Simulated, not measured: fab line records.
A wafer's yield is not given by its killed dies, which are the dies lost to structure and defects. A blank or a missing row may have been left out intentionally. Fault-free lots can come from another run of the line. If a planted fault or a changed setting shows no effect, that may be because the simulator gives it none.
fab line records | flow rit-cmos | part 2 of 2: steps 28 to 37 of 37
[record] lots = 5 wafers = 15 last-day = 6
route steps=202 shown GATE@75 FOX2@80 REOX@98 NLDD@103
lots with no fault: from the same line, run without faults
start-h: the number of hours between the record's first day and the start of the first shown wafer of the lot | wait-h: how many hours have passed since the lot's step before this one | " as in the row above | L1.1+2: a single row standing in for several wafers | - either no value or no given start | * or withheld: withheld | < > ~ a bound
route shown NAME@n: names a module that has steps shown in the file, with the first one's number in the route | usual: mean and standard deviation over wafers with no fault | same: alike in all rows | chamber/n: place in a boat | sites: the reading at each site | _std_site: their standard deviation | _edge_site: the outer-site mean with the inner-site mean subtracted | radius-mm: how far each site lies from the wafer's centre | mask NAME#n: copy n | behind: the last tool/chamber to shape the wafer | hold: why the lot was held/for how many hours/how that ended | device: which transistor (n, p or np) failed to switch | end of line: the route-end tests of the same wafers | a step without rows: its recipe alone | killed: at the first sort, the dies lost to defects and structure; wafer yield is something else | map: the dies of a wafer, with x for killed, . for not killed, _ for no die there
set.NAME: the setting that was run; set.NAME@STEP: the one run at that earlier step | model.NAME: the simulator's own value behind a step, which no gauge read
lots at some steps of the route; a table a step, a row a wafer
services: from which hour (start-h, from the record's first day; less than 0 if before it) a tool's chamber was out of use, for how many hours, and why
[[steps]]
[step RIT_REOX_THK_MEAS_04]
[recipe] reads = SiO2_of_REOX_OXIDATION_03
[usual] REOX_OXIDE_THK = 25.3/0.46
// columns lot.wafer tool chamber start-h wait-h REOX_OXIDE_THK[nm]
L074.3 film-metro-02 - 47.23 0.0 25.3
L074.5 " - " " 25.0
L074.6 " - " " 25.5
L080.2 film-metro-02 - 77.25 0.0 25.2
L080.4 " - " " 25.2
L080.6 " - " " 25.2
L081.2 film-metro-01 - 81.52 0.0 26.3
L081.5 " - " " 25.8
L081.6 " - " " 26.1
L083.1 film-metro-02 - 91.85 0.0 25.3
L083.2 " - " " 25.1
L083.5 " - " " 25.3
L092.3 film-metro-04 - 135.94 0.0 25.5
L092.5 " - " " 25.4
L092.6 " - " " 25.0
[step RIT_NLDD_HMDS_00]
[recipe] prime-time-s = 60 prime-temp-c = 140
[usual] chill-plate-temp-C = 22.99/0.11
// columns lot.wafer tool chamber start-h wait-h chill-plate-temp-C
L074.3 litho-track-01 0 47.32 0.1 22.97
L074.5 " 0 " " 22.92
L074.6 " 0 " " 22.96
L080.2 litho-track-02 0 77.33 0.1 23.05
L080.4 " 0 " " 22.76
L080.6 " 0 " " 22.68
L081.2 litho-track-01 0 81.60 0.1 23.03
L081.5 " 0 " " 23.05
L081.6 " 0 " " 22.97
L083.1 litho-track-02 0 91.91 0.1 22.86
L083.2 " 0 " " 23.00
L083.5 " 0 " " 23.02
L092.3 litho-track-04 0 136.06 0.1 23.17
L092.5 " 0 " " 22.98
L092.6 " 0 " " 23.04
[step RIT_NLDD_COAT_01]
[recipe] resist = NOVOLAK spin-rpm = 3250 resist-thk-nm = 1000
[usual] chill-plate-temp-C = 23.00/0.098 dispense-pressure-kPa = 44.9/0.74
// columns lot.wafer tool chamber start-h wait-h chill-plate-temp-C dispense-pressure-kPa
L074.3 litho-track-01 0 47.47 0.1 22.98 44.9
L074.5 " 0 " " 22.91 44.9
L074.6 " 0 " " 22.84 44.9
L080.2 litho-track-02 0 77.48 0.1 23.02 44.4
L080.4 " 0 " " 23.19 44.4
L080.6 " 0 " " 23.09 44.4
L081.2 litho-track-01 0 81.75 0.1 23.01 44.9
L081.5 " 0 " " 23.04 44.9
L081.6 " 0 " " 22.92 44.9
L083.1 litho-track-02 0 92.06 0.1 22.91 44.3
L083.2 " 0 " " 22.94 44.4
L083.5 " 0 " " 22.92 44.4
L092.3 litho-track-04 0 136.21 0.1 22.93 46.6
L092.5 " 0 " " 23.02 46.5
L092.6 " 0 " " 22.94 46.5
[step RIT_NLDD_SOFTBAKE_02]
[recipe] resist = NOVOLAK temp-c = 90 time-s = 60
[usual] chill-plate-temp-C = 23.02/0.11
// columns lot.wafer tool chamber start-h wait-h chill-plate-temp-C
L074.3 litho-track-01 0 47.62 0.1 23.15
L074.5 " 0 " " 23.20
L074.6 " 0 " " 23.03
L080.2 litho-track-02 0 77.63 0.1 22.77
L080.4 " 0 " " 22.86
L080.6 " 0 " " 22.86
L081.2 litho-track-01 0 81.90 0.1 23.05
L081.5 " 0 " " 22.92
L081.6 " 0 " " 23.11
L083.1 litho-track-02 0 92.21 0.1 22.93
L083.2 " 0 " " 22.85
L083.5 " 0 " " 22.87
L092.3 litho-track-04 0 136.36 0.1 23.11
L092.5 " 0 " " 23.02
L092.6 " 0 " " 23.02
[step RIT_NLDD_EXPOSE_03]
[recipe] mask-id = M7 na = 0.57 target-cd-nm = 40700 dose-mj = 250
// columns lot.wafer tool chamber start-h wait-h mask
L074.3+5+6 iline-stepper-02 0 47.76 0.1 M7#0
L080.2+4+6 iline-stepper-01 0 77.77 0.1 M7#0
L081.2+5+6 iline-stepper-02 0 82.17 0.2 M7#0
L083.1+2+5 iline-stepper-02 0 92.48 0.2 M7#0
L092.3+5+6 iline-stepper-01 0 136.50 0.1 M7#0
[step RIT_NLDD_PEB_04]
[recipe] resist = NOVOLAK temp-c = withheld time-s = withheld
[usual] chill-plate-temp-C = *
// columns lot.wafer tool chamber start-h wait-h chill-plate-temp-C
L074.3 litho-track-02 0 47.89 0.1 *
L074.5 " 0 " " *
L074.6 " 0 " " *
L080.2 litho-track-04 0 77.89 0.1 *
L080.4 " 0 " " *
L080.6 " 0 " " *
L081.2 litho-track-02 0 82.29 0.1 *
L081.5 " 0 " " *
L081.6 " 0 " " *
L083.1 litho-track-01 0 92.60 0.1 *
L083.2 " 0 " " *
L083.5 " 0 " " *
L092.3 litho-track-01 0 136.67 0.2 *
L092.5 " 0 " " *
L092.6 " 0 " " *
[step RIT_NLDD_DEVELOP_05]
[recipe] resist = NOVOLAK develop-time-s = 50 dev-temp-c = 23
[usual] chill-plate-temp-C = 23.03/0.1
// columns lot.wafer tool chamber start-h wait-h chill-plate-temp-C
L074.3 litho-track-02 0 - - 22.96
L074.5 " 0 " " 23.00
L074.6 " 0 " " 23.06
L080.2 litho-track-04 0 - - 23.12
L080.4 " 0 " " 23.10
L080.6 " 0 " " 23.04
L081.2 litho-track-02 0 - - 23.08
L081.5 " 0 " " 23.11
L081.6 " 0 " " 23.15
L083.1 litho-track-01 0 - - 22.96
L083.2 " 0 " " 22.91
L083.5 " 0 " " 23.01
L092.3 litho-track-01 0 - - 23.14
L092.5 " 0 " " 23.04
L092.6 " 0 " " 23.06
[step RIT_NLDD_OVL_MEAS_06]
[usual] NLDD_OVL = 0.4/1.5
// columns lot.wafer tool chamber start-h wait-h NLDD_OVL[nm]
L074.3 overlay-02 - 48.14 - -1.6
L074.5 " - " " -0.3
L074.6 " - " " -0.5
L080.2 overlay-01 - 78.16 - 1.5
L080.4 " - " " 2.0
L080.6 " - " " 2.9
L081.2 overlay-02 - 82.55 - -1.0
L081.5 " - " " -0.8
L081.6 " - " " -1.3
L083.1 overlay-02 - 92.88 - -2.4
L083.2 " - " " -1.3
L083.5 " - " " -0.9
L092.3 overlay-01 - 136.92 - -0.7
L092.5 " - " " 1.3
L092.6 " - " " -1.7
[step RIT_NLDD_HARDBAKE_07]
[recipe] resist = NOVOLAK temp-c = 140 time-s = 60
[usual] chill-plate-temp-C = 22.97/0.11
// columns lot.wafer tool chamber start-h wait-h chill-plate-temp-C
L074.3 litho-track-02 0 48.21 0.1 22.67
L074.5 " 0 " " 22.89
L074.6 " 0 " " 22.84
L080.2 litho-track-04 0 78.21 0.0 22.84
L080.4 " 0 " " 23.03
L080.6 " 0 " " 23.03
L081.2 litho-track-04 0 82.61 0.0 22.93
L081.5 " 0 " " 22.94
L081.6 " 0 " " 23.04
L083.1 litho-track-01 0 92.92 0.0 22.93
L083.2 " 0 " " 22.95
L083.5 " 0 " " 22.85
L092.3 litho-track-04 0 137.04 0.1 22.84
L092.5 " 0 " " 22.80
L092.6 " 0 " " 22.97
[step RIT_NLDD_IMPLANT_08]
[recipe] species = P energy-kev = 20 dose-cm2 = 5e+14 tilt-deg = 7
[usual] dose-ions-cm2 = 5e+14/4.8e+11 faraday-current-uA = 1574/30
// columns lot.wafer tool chamber start-h wait-h dose-ions-cm2 faraday-current-uA
L074.3 implanter-04 0 48.36 0.1 4.999e+14 1569
L074.5 " 0 " " 4.992e+14 1544
L074.6 " 0 " " 5.003e+14 1557
L080.2 implanter-04 0 78.36 0.1 5.001e+14 1599
L080.4 " 0 " " 5e+14 1591
L080.6 " 0 " " 5.002e+14 1529
L081.2 implanter-02 0 82.76 0.1 4.997e+14 1598
L081.5 " 0 " " 5.004e+14 1587
L081.6 " 0 " " 4.999e+14 1528
L083.1 implanter-03 0 93.07 0.1 5.001e+14 1589
L083.2 " 0 " " 4.998e+14 1518
L083.5 " 0 " " 4.996e+14 1578
L092.3 implanter-04 0 137.19 0.1 4.993e+14 1603
L092.5 " 0 " " 5.004e+14 1546
L092.6 " 0 " " 4.997e+14 1561
[[services]]
// columns tool chamber start-h hours kind
rie-si-02 0 15.77 9.1 repair
implanter-03 - 18.40 1.7 repair
iline-stepper-01 - 35.52 1.7 pm
implanter-04 - 37.98 2.9 pm
furnace-01 - 39.33 4.0 pm
furnace-04 - 42.05 3.1 pm
implanter-04 - 44.98 1.8 repair
implanter-03 - 46.58 2.2 pm
furnace-01 - 56.40 2.4 pm
implanter-02 - 57.27 1.4 repair
implanter-02 - 61.55 3.8 repair
implanter-04 - 62.62 6.2 repair
furnace-03 - 71.81 4.4 pm
rie-si-02 3 86.12 2.4 repair
implanter-03 - 89.53 3.3 repair
wet-bench-02 - 92.42 3.8 repair
iline-stepper-01 - 102.15 2.1 pm
implanter-03 - 106.42 7.0 repair
implanter-02 - 110.98 1.2 repair
rie-si-01 1 112.03 5.1 repair
iline-stepper-02 - 119.40 4.4 pm
rie-si-01 2 122.64 1.0 repair
iline-stepper-01 - 123.84 5.2 repair
furnace-01 - 127.48 2.0 pm
